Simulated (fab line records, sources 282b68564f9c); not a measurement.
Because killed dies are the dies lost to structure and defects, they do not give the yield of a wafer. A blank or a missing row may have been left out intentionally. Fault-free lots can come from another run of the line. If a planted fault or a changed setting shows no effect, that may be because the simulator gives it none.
8D (eight disciplines) problem report, filled in by code || flow ritCmos || the parts of the form that need people (team, actions taken, sign-off) are left out

## 1. PROBLEM STATEMENT
heaterPowerTotalW at RIT_PLDD_SOFTBAKE_02 reads a mean of 33.94 W on 6 wafers of 2 lots; wafers without a fault read 34.56 W with a standard deviation of 0.052. That puts it -12 standard deviations away from the usual mean.
The step: time 60 s.
Seen first at day 6 11:47 on lithoTrack-03, wafer L129.1. At this step, 42 wafers from 14 lots have a number in the record. Rule for "out" (also "out of limits"): further than 4 standard deviations from the usual mean. All remaining wafers that have a number are taken as sound.

## 2. WHAT THIS IS AND IS NOT
{"question": "which readings at this step", "is": "heaterPowerTotalW, plateTempC", "is not": "-"}
{"question": "which lots", "is": "L129, L130", "is not": "L112, L113, L114, L115, L116, L117, L118, L120, L123, L124, L128, L134"}
{"question": "which wafers of those lots", "is": "all that have a number", "is not": "-"}
{"question": "read on which tools", "is": "lithoTrack-03", "is not": "lithoTrack-02, lithoTrack-04"}
{"question": "when", "is": "from day 6 11:47", "is not": "up to then (33 sound wafers); but 3 sound wafers of L134 came after"}

## 3. THE SUSPECTS, EACH WITH WHAT RULES IT OUT
Counting: any tool at a process step up to the reading is kept as a suspect provided that every lot that is out went through it and no sound lot did after the first of them.
- lithoTrack-03 at RIT_PLDD_SOFTBAKE_02 (time 60 s): kept. Every lot that is out went through it, starting with L129 (day 6 11:47), and after that it ran no sound lot; the last sound lot it ran before then is L124 (day 5 11:54). Out on those wafers are its own readings of heaterPowerTotalW, plateTempC.
After counting, what remains is lithoTrack-03 at RIT_PLDD_SOFTBAKE_02.

## 4. THE CAUSE (what the simulator had put in)
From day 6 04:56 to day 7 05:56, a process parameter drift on lithoTrack-03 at RIT_PLDD_SOFTBAKE_02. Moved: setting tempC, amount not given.
The count eliminated every tool but this one.

## 5. THE EFFECT CHAIN, in route order
Each row: a reading whose mean over the struck wafers that have a number lies more than 3 standard deviations from the usual. Only readings whose record carries a usual standard deviation are examined. hours: median over the lots of the time between each lot's start at the first step of this table that gives one and its start at this step. sigmas: the change, counted in usual standard deviations.
{"hours": 0, "step": "RIT_PLDD_SOFTBAKE_02", "reading": "heaterPowerTotalW", "usual": "34.56 W", "on struck wafers": 33.94, "change": -0.62, "sigmas": -12}
{"hours": 0, "step": "RIT_PLDD_SOFTBAKE_02", "reading": "plateTempC", "usual": "89.98 C", "on struck wafers": 88.76, "change": -1.22, "sigmas": -10}
Its process steps:
- RIT_PLDD_SOFTBAKE_02: time 60 s.
At these later measuring or inspecting steps, every struck wafer for which the step has a row has a number for every such reading, and none has moved that far: RIT_PLDD_OVL_MEAS_06, RIT_CONTACT_OVL_MEAS_09, RIT_CONTACT_CD_MEAS_90.

## 6. WHAT WOULD HAVE CAUGHT IT SOONER
The fault began at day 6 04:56; the first out-of-limits reading in this record came at day 6 11:47, 7 hours later.
